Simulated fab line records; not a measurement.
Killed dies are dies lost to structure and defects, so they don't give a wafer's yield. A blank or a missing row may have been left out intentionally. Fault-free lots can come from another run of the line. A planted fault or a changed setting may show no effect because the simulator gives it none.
What tool caused it? + flow rit cmos + 18 wafers from 6 lots sampled at 2 of the route's 202 steps

== WHAT THE GAUGES READ, wafer by wafer ==
RIT_NSD_OVL_MEAS_06.
| lot  | measured    | on         | NSD_OVL (nm) |
|------|-------------|------------|--------------|
| L335 | day 3 13:56 | overlay-02 | - - -        |
| L345 | day 5 13:20 | overlay-02 | 0.8 -0.3 1.9 |
| L348 | day 6 05:59 | overlay-01 | 0.9 1.1 -0.5 |
| L351 | day 7 02:33 | overlay-01 | 1.8 0.8 1.6  |
| L353 | day 7 13:08 | overlay-01 | 1.6 -1.6 1.1 |
| L355 | day 8 05:13 | overlay-01 | -2.4 0.0 0.3 |

== TOOL THAT RAN EACH LOT (tool first, then ch and the chambers of the sampled wafers, then the start) ==
| lot  | RIT_NSD_EXPOSE_03                  |
|------|------------------------------------|
| L335 | iline stepper-02 ch 0, day 3 13:31 |
| L345 | iline stepper-02 ch 0, day 5 12:58 |
| L348 | iline stepper-02 ch 0, day 6 05:35 |
| L351 | iline stepper-01 ch 0, day 7 02:09 |
| L353 | iline stepper-02 ch 0, day 7 12:44 |
| L355 | iline stepper-01 ch 0, day 8 04:52 |
- RIT_NSD_EXPOSE_03: exposes mask M9, target cd 40700 nm.

== THE ANSWER, worked out from the rows above alone ==
Rule: the usual values come from the lots themselves. The widest of any qualifying gaps counts: lots, ordered by their means at a reading, are off when they make up no more than a third of the lots, leave a main group of 4 or more, and stand apart from it by 3 or more times the standard deviation of that group's means. If all means in a main group match to the digits the tables above print for the reading, that group is not used. Also off: a lot with no number at a reading for which 4 or more lots have one. Where the step has rows for the other lots, those lots are counted as sound.
Off: at RIT_NSD_OVL_MEAS_06 (NSD_OVL), L335. Without a number there: L335. For the main group the mean is 0.5 nm and the standard deviation 0.69.
If a tool, at a process step before that reading, ran all the lots that are off and no sound lot after the first of them, it fits. The gauges at RIT_NSD_OVL_MEAS_06 are tried like those tools. No candidate that was tried fits.

== WHAT THE SIMULATOR HAD INSERTED ==
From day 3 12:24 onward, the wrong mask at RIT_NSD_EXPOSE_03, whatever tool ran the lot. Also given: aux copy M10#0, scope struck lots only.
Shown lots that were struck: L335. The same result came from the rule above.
